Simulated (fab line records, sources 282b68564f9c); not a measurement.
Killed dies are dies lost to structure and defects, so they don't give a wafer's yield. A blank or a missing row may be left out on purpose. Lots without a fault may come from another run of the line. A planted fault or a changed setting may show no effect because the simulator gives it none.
Split-lot experiment | flow rit_cmos | 5 lots, 23 wafers read, on a route of 202 steps

THE SPLIT
At RIT_NLDD_IMPLANT_08, the setting dose_cm2 was moved away from the recipe's 5e+14 on 10 of the 23 wafers read, by -7.1% to +6.1%. The other wafers ran this setting at the recipe's value.

FROM THE SPLIT TO THE READING: what the file shows between them, 13 steps
- RIT_NLDD_STRIP_09: strips in O2, time 180 s
- RIT_NLDD_TW_MEAS_10
- RIT_PLDD_COAT_01: resist thk 1000 nm (also split here: spin_rpm)
- RIT_PLDD_SOFTBAKE_02: time 60 s
- RIT_PLDD_EXPOSE_03: exposes mask M8, target cd 40900 nm
- RIT_PLDD_DEVELOP_05: develop time 50 s
- RIT_PLDD_HARDBAKE_07: time 60 s
- RIT_SPACER_CVD_03: deposits Si3N4 from SiH2Cl2/NH3, target thk 250 nm, time 3300 s (also split here: pressure_mtorr)
- RIT_SPACER_THK_MEAS_04
- RIT_NSD_IMPLANT_08 (also split here: energy_kev)
- RIT_SDANNEAL_RTA_03: time 5 s (also split here: time_s)
- RIT_SDANNEAL_RS_MEAS_04: measures by four-point-probe
- RIT_SDANNEAL_RS_MEAS_06: measures by four-point-probe

THE READING
NLDD_RS, in ohm/sq, at RIT_SDANNEAL_RS_MEAS_07 (measures by four-point-probe). Fault-free wafers of this fab line usually give 151.6 ohm/sq, standard deviation 0.57 ohm/sq.

wafer  | tool, chamber at the split | dose_cm2 as run | against the recipe | NLDD_RS, ohm/sq | against lot-mates on the recipe
L074.2 | implanter-01, 0            | 5e+14           | recipe             | 151.3           | -
L074.4 | implanter-01, 0            | 5e+14           | recipe             | 150.9           | -
L074.6 | implanter-01, 0            | 5e+14           | recipe             | 151.3           | -
L078.2 | implanter-03, 0            | 5e+14           | recipe             | 150.5           | -
L078.3 | implanter-03, 0            | 4.804e+14       | -3.9%              | 155.8           | +5.2
L078.4 | implanter-03, 0            | 5e+14           | recipe             | 150.9           | -
L078.5 | implanter-03, 0            | 5e+14           | recipe             | 150.5           | -
L078.6 | implanter-03, 0            | 4.804e+14       | -3.9%              | 155.8           | +5.2
L079.1 | implanter-01, 0            | 4.647e+14       | -7.1%              | 160.8           | +9.2
L079.2 | implanter-01, 0            | 5e+14           | recipe             | 151.6           | -
L079.3 | implanter-01, 0            | 5e+14           | recipe             | 151.8           | -
L079.4 | implanter-01, 0            | 4.647e+14       | -7.1%              | 160.8           | +9.2
L079.5 | implanter-01, 0            | 5e+14           | recipe             | 151.4           | -
L080.1 | implanter-03, 0            | 5.306e+14       | +6.1%              | 144.4           | -7.2
L080.2 | implanter-03, 0            | 5e+14           | recipe             | 151.6           | -
L080.3 | implanter-03, 0            | 5.306e+14       | +6.1%              | 144.2           | -7.4
L080.5 | implanter-03, 0            | 5.306e+14       | +6.1%              | 144.0           | -7.6
L080.6 | implanter-03, 0            | 5e+14           | recipe             | 151.5           | -
L081.2 | implanter-02, 0            | 5e+14           | recipe             | 151.7           | -
L081.3 | implanter-02, 0            | 5e+14           | recipe             | 151.8           | -
L081.4 | implanter-02, 0            | 5.178e+14       | +3.6%              | 147.4           | -4.3
L081.5 | implanter-02, 0            | 5.178e+14       | +3.6%              | 147.4           | -4.3
L081.6 | implanter-02, 0            | 5.178e+14       | +3.6%              | 147.6           | -4.2

THE FIT
A straight line over all 23 wafers: NLDD_RS changes by -1.22 ohm/sq for each +1% of dose_cm2; r = -0.99; the points scatter about the line by 0.48 ohm/sq.
The same after taking each lot's own level away (the mean of its wafers on the recipe; 23 wafers): -1.25 ohm/sq for each +1%; r = -1.00; scatter 0.2 ohm/sq.
On that fit, the largest move of dose_cm2 shifts the reading by 8.8 ohm/sq.
The lots' own levels span 150.63 to 151.75 ohm/sq, that is 2.0 times the standard deviation above.
So the lot-to-lot level changes the slope little: the two slopes agree.
Check: with one of the wafers moved furthest among these (-7.1%) left out of the fit, the line predicts +8.89 ohm/sq for it against its lot-mates. It came out at +9.2 ohm/sq against them.

OTHER SPLITS ON THESE WAFERS
These wafers also went through other splits before the reading. Each is held against what the fit with the lots' levels taken away leaves over:
other split on the same wafers   | wafers away from the commonest value | r with NLDD_RS (lot level and that fit taken away)
RIT_GATE_EXPOSE_13 dose_mj       | 4                                    | -0.03
RIT_NLDD_COAT_01 resist_thk_nm   | 11                                   | -0.25
RIT_PLDD_COAT_01 spin_rpm        | 5                                    | +0.26
RIT_SPACER_CVD_03 pressure_mtorr | 10                                   | +0.16
RIT_NSD_IMPLANT_08 energy_kev    | 7                                    | -0.02
RIT_SDANNEAL_RTA_03 time_s       | 8                                    | -0.11

THE WHOLE CHAIN: every reading that the file lists as answering this split, in the file's order
step                    | what it does                 | reading | change (the file's fit)           | r (the file's)
RIT_NLDD_TW_MEAS_10     |                              | NLDD_TW | +5.68 for each +1% of the setting | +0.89
RIT_SDANNEAL_RS_MEAS_07 | measures by four-point-probe | NLDD_RS | -1.26 for each +1% of the setting | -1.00

THE FILE'S OWN FIT
NLDD_RS changes by -1.26 ohm/sq for each +1% of dose_cm2, r = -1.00.
